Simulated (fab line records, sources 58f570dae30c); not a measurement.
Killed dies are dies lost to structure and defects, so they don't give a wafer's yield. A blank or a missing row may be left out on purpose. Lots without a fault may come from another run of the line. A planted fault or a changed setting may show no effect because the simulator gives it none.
Split-lot experiment | flow berkeley_cmos170 | 5 lots, 23 wafers read, on a route of 331 steps

THE SPLIT
At UCB170_NVT_IMPLANT_07, the setting dose_cm2 was moved away from the recipe's 3e+12 on 8 of the 23 wafers read, by +4.7% to +7.1%. The other wafers ran this setting at the recipe's value.

FROM THE SPLIT TO THE READING: what the file shows between them, 1 step
- UCB170_NVT_STRIP_08: strips in O2

THE READING
NVT_TW, at UCB170_NVT_TW_MEAS_09. Fault-free wafers of this fab line usually give 520, standard deviation 5.5.

wafer  | tool, chamber at the split | dose_cm2 as run | against the recipe | NVT_TW | against lot-mates on the recipe
L075.2 | implanter-02, 0            | 3e+12           | recipe             | 531    | -
L075.3 | implanter-02, 0            | 3e+12           | recipe             | 531    | -
L075.4 | implanter-02, 0            | 3.17e+12        | +5.7%              | 539    | +8
L075.5 | implanter-02, 0            | 3.17e+12        | +5.7%              | 539    | +8
L075.6 | implanter-02, 0            | 3e+12           | recipe             | 532    | -
L076.1 | implanter-03, 0            | 3e+12           | recipe             | 515    | -
L076.2 | implanter-03, 0            | 3e+12           | recipe             | 516    | -
L076.3 | implanter-03, 0            | 3e+12           | recipe             | 514    | -
L076.4 | implanter-03, 0            | 3e+12           | recipe             | 514    | -
L076.5 | implanter-03, 0            | 3e+12           | recipe             | 513    | -
L077.1 | implanter-02, 0            | 3.14e+12        | +4.7%              | 528    | +11
L077.2 | implanter-02, 0            | 3e+12           | recipe             | 515    | -
L077.3 | implanter-02, 0            | 3e+12           | recipe             | 519    | -
L077.4 | implanter-02, 0            | 3.14e+12        | +4.7%              | 522    | +5
L077.5 | implanter-02, 0            | 3.14e+12        | +4.7%              | 525    | +8
L081.1 | implanter-03, 0            | 3.212e+12       | +7.1%              | 538    | +10
L081.2 | implanter-03, 0            | 3e+12           | recipe             | 530    | -
L081.4 | implanter-03, 0            | 3.212e+12       | +7.1%              | 537    | +9
L081.5 | implanter-03, 0            | 3.212e+12       | +7.1%              | 539    | +11
L081.6 | implanter-03, 0            | 3e+12           | recipe             | 526    | -
L085.1 | implanter-02, 0            | 3e+12           | recipe             | 520    | -
L085.2 | implanter-02, 0            | 3e+12           | recipe             | 517    | -
L085.3 | implanter-02, 0            | 3e+12           | recipe             | 520    | -

THE FIT
A straight line over all 23 wafers: NVT_TW changes by +2.29 for each +1% of dose_cm2; r = +0.72; the points scatter about the line by 6.6.
The same after taking each lot's own level away (the mean of its wafers on the recipe; 23 wafers): +1.46 for each +1%; r = +0.94; scatter 1.6.
On that fit, the largest move of dose_cm2 shifts the reading by 10.
The lots' own levels span 514.4 to 531.3, that is 3.1 times the standard deviation above.
So the lot-to-lot level blurs the effect unless lot-mates are compared.
Check: with one of the wafers moved furthest among these (+7.1%) left out of the fit, the line predicts +10.5 for it against its lot-mates. It came out at +10 against them.

OTHER SPLITS ON THESE WAFERS
These wafers also went through other splits before the reading. Each is held against what the fit with the lots' levels taken away leaves over:
other split on the same wafers      | wafers away from the commonest value | r with NVT_TW (lot level and that fit taken away)
UCB170_START_OXIDATION_02 temp_c    | 15                                   | -0.21
UCB170_ZERO_COAT_01 resist_thk_nm   | 10                                   | -0.05
UCB170_ACTIVE_EXPOSE_10 dose_mj     | 7                                    | -0.06
UCB170_ACTIVE_DEVELOP_12 dev_temp_c | 9                                    | -0.18
UCB170_FIELD_OXIDATION_01 ox_time_s | 15                                   | -0.20
UCB170_FIELD_WET_ETCH_04 time_s     | 15                                   | -0.19

THE FILE'S OWN FIT
NVT_TW changes by +1.43 for each +1% of dose_cm2, r = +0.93.
